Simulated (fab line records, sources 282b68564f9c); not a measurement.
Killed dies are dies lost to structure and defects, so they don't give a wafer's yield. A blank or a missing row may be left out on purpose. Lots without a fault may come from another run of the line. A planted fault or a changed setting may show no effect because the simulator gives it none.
Which tool did it? | flow rit_cmos | 13 lots, 39 wafers sampled, at 4 steps of a route of 202

WHAT THE GAUGES READ, wafer by wafer
RIT_PRETRO_OVL_MEAS_06. Usual: PRETRO_OVL 1.0 nm, standard deviation 1.4.
lot  | measured    | on         | PRETRO_OVL (nm) | flag
L450 | day 2 07:23 | overlay-01 | -0.3 1.5 1.7    |
L451 | day 2 11:21 | overlay-02 | 1.5 0.1 1.0     |
L452 | day 2 18:32 | overlay-02 | 0.2 1.2 2.6     |
L453 | day 2 23:46 | overlay-01 | 2.4 1.3 3.1     |
L454 | day 3 04:12 | overlay-02 | 2.4 1.9 1.8     |
L457 | day 3 18:33 | overlay-01 | 1.6 1.7 1.1     |
L461 | day 4 13:45 | overlay-02 | 3.4 1.2 3.8     |
L463 | day 5 02:49 | overlay-01 | 1.6 1.1 1.3     |
L465 | day 5 10:34 | overlay-01 | 1.9 0.9 2.0     |
L468 | day 6 01:14 | overlay-01 | -1.1 -0.6 -0.1  |
L470 | day 6 10:28 | overlay-02 | 0.8 -0.6 1.1    |
L472 | day 6 20:34 | overlay-02 | 2.1 1.7 1.2     |
L473 | day 7 02:51 | overlay-01 | 1.0 0.9 0.3     |

RIT_CONTACT_CD_MEAS_08: target cd 1000 nm. Usual: cd_nm 999.8 nm, standard deviation 2.8.
lot  | measured    | on        | cd_nm (nm)           | flag
L450 | day 3 03:40 | cd_sem-01 | 994.1 992.0 993.8    |
L451 | day 3 09:37 | cd_sem-01 | 999.5 997.9 997.9    |
L452 | day 3 15:04 | cd_sem-02 | 999.2 1000.0 1001.1  |
L453 | day 3 19:58 | cd_sem-02 | 996.8 995.2 998.2    |
L454 | day 4 00:22 | cd_sem-01 | 1001.7 1000.1 1001.0 |
L457 | day 4 16:16 | cd_sem-02 | 1002.3 1000.3 999.5  |
L461 | day 5 12:33 | cd_sem-01 | 996.8 997.4 997.6    |
L463 | day 6 04:34 | cd_sem-01 | 999.0 1001.3 1001.1  |
L465 | day 6 07:28 | cd_sem-02 | 1005.2 1004.4 1004.2 |
L468 | day 6 21:37 | cd_sem-01 | 998.6 998.1 998.4    |
L470 | day 7 07:05 | cd_sem-02 | 999.7 1001.0 998.8   |
L472 | day 7 17:35 | cd_sem-02 | 1000.1 1000.8 1001.0 |
L473 | day 7 23:34 | cd_sem-02 | 1000.0 999.8 1000.0  |

RIT_CONTACT_OVL_MEAS_09. Usual: CONTACT_OVL -1.0 nm, standard deviation 1.4.
lot  | measured    | on         | CONTACT_OVL (nm) | flag
L450 | day 3 03:45 | overlay-02 | 1.1 1.1 0.9      |
L451 | day 3 09:44 | overlay-02 | -3.0 -2.1 -2.5   |
L452 | day 3 15:11 | overlay-01 | -0.3 -0.2 -0.3   |
L453 | day 3 20:05 | overlay-01 | 0.1 -0.8 -2.6    |
L454 | day 4 00:29 | overlay-01 | -6.0 -4.7 -4.7   |
L457 | day 4 16:23 | overlay-01 | 0.0 0.2 -0.6     |
L461 | day 5 12:40 | overlay-02 | 0.7 0.7 0.7      |
L463 | day 6 04:40 | overlay-02 | -0.1 0.0 0.5     |
L465 | day 6 07:35 | overlay-02 | -2.2 -0.7 -0.8   |
L468 | day 6 21:43 | overlay-02 | 0.3 -2.9 -1.4    |
L470 | day 7 07:12 | overlay-01 | -1.2 -2.3 -1.6   |
L472 | day 7 17:42 | overlay-01 | 1.3 -0.3 -0.1    |
L473 | day 7 23:39 | overlay-02 | -1.4 -0.7 0.5    |

WHICH TOOL RAN EACH LOT (tool, then ch and the chambers of the sampled wafers, then the start)
lot  | RIT_PSD_COAT_01
L450 | litho_track-04 ch 0, day 2 23:44
L451 | litho_track-01 ch 0, day 3 05:47
L452 | litho_track-04 ch 0, day 3 11:01
L453 | litho_track-04 ch 0, day 3 15:47
L454 | litho_track-03 ch 0, day 3 20:28
L457 | litho_track-01 ch 0, day 4 12:12
L461 | litho_track-03 ch 0, day 5 08:25
L463 | litho_track-03 ch 0, day 6 00:27
L465 | litho_track-04 ch 0, day 6 03:19
L468 | litho_track-01 ch 0, day 6 17:49
L470 | litho_track-01 ch 0, day 7 03:10
L472 | litho_track-01 ch 0, day 7 13:04
L473 | litho_track-04 ch 0, day 7 19:11
- RIT_PSD_COAT_01: resist thk 1000 nm.

WHAT THE TOOLS THEMSELVES READ (means of the sampled wafers that have a number; where no wafer has one, the mark that the record gives instead)
RIT_PSD_COAT_01. Usual: exhaust_pa 44.7 Pa, standard deviation 0.91; spin_speed_rpm 3249.8 rpm, standard deviation 2.
lot  | tool           | exhaust_pa (Pa) | spin_speed_rpm (rpm) | flag
L450 | litho_track-04 | 44.5            | 3248.9               |
L451 | litho_track-01 | 44.0            | 3247.8               |
L452 | litho_track-04 | 45.5            | 3252.0               |
L453 | litho_track-04 | 45.6            | 3248.9               |
L454 | litho_track-03 | 44.6            | 3249.6               |
L457 | litho_track-01 | 44.1            | 3249.3               |
L461 | litho_track-03 | 45.8            | 3739.2               | OFF
L463 | litho_track-03 | 44.3            | 3738.7               | OFF
L465 | litho_track-04 | 44.5            | 3249.6               |
L468 | litho_track-01 | 43.5            | 3251.6               |
L470 | litho_track-01 | 44.4            | 3248.3               |
L472 | litho_track-01 | 42.9            | 3251.7               |
L473 | litho_track-04 | 45.6            | 3249.3               |

THE ANSWER, worked out from the rows above alone
Rule: a lot is off if the mean of its wafers that have a number lies more than 3 standard deviations from the usual mean. A lot without any number at a reading at which 4 lots or more have one is off too. The other lots that the step has rows for count as sound. The gauges are gone through in route order, then the tools' own readings, and for those a lot's mean is taken as printed above. The first step at which some lot is off is used, and at that step the reading that is off furthest; a lot without a number counts as furthest.
Off: L461, L463, at RIT_PSD_COAT_01 (spin_speed_rpm).
A tool fits if, at that step or a process step before it, it ran every lot that is off, and no sound lot after the first of them. One fits: litho_track-03 at RIT_PSD_COAT_01. Its last sound lot is L454 (day 3 20:28), its first lot that is off L461 (day 5 08:25): a fault that began between those two fits.
The tool's own readings at RIT_PSD_COAT_01 bear it out: on the lots that are off they differ by more than 5 times the standard deviation of the sound lots' means. spin_speed_rpm reads 3738.9 rpm there against 3249.7 rpm on the sound lots.

WHAT THE SIMULATOR HAD PUT IN
Process parameter drift: litho_track-03, from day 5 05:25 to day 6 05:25, at RIT_PSD_COAT_01. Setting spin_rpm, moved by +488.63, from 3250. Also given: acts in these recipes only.
Lots struck among those shown: L461, L463. The rule above found the same.
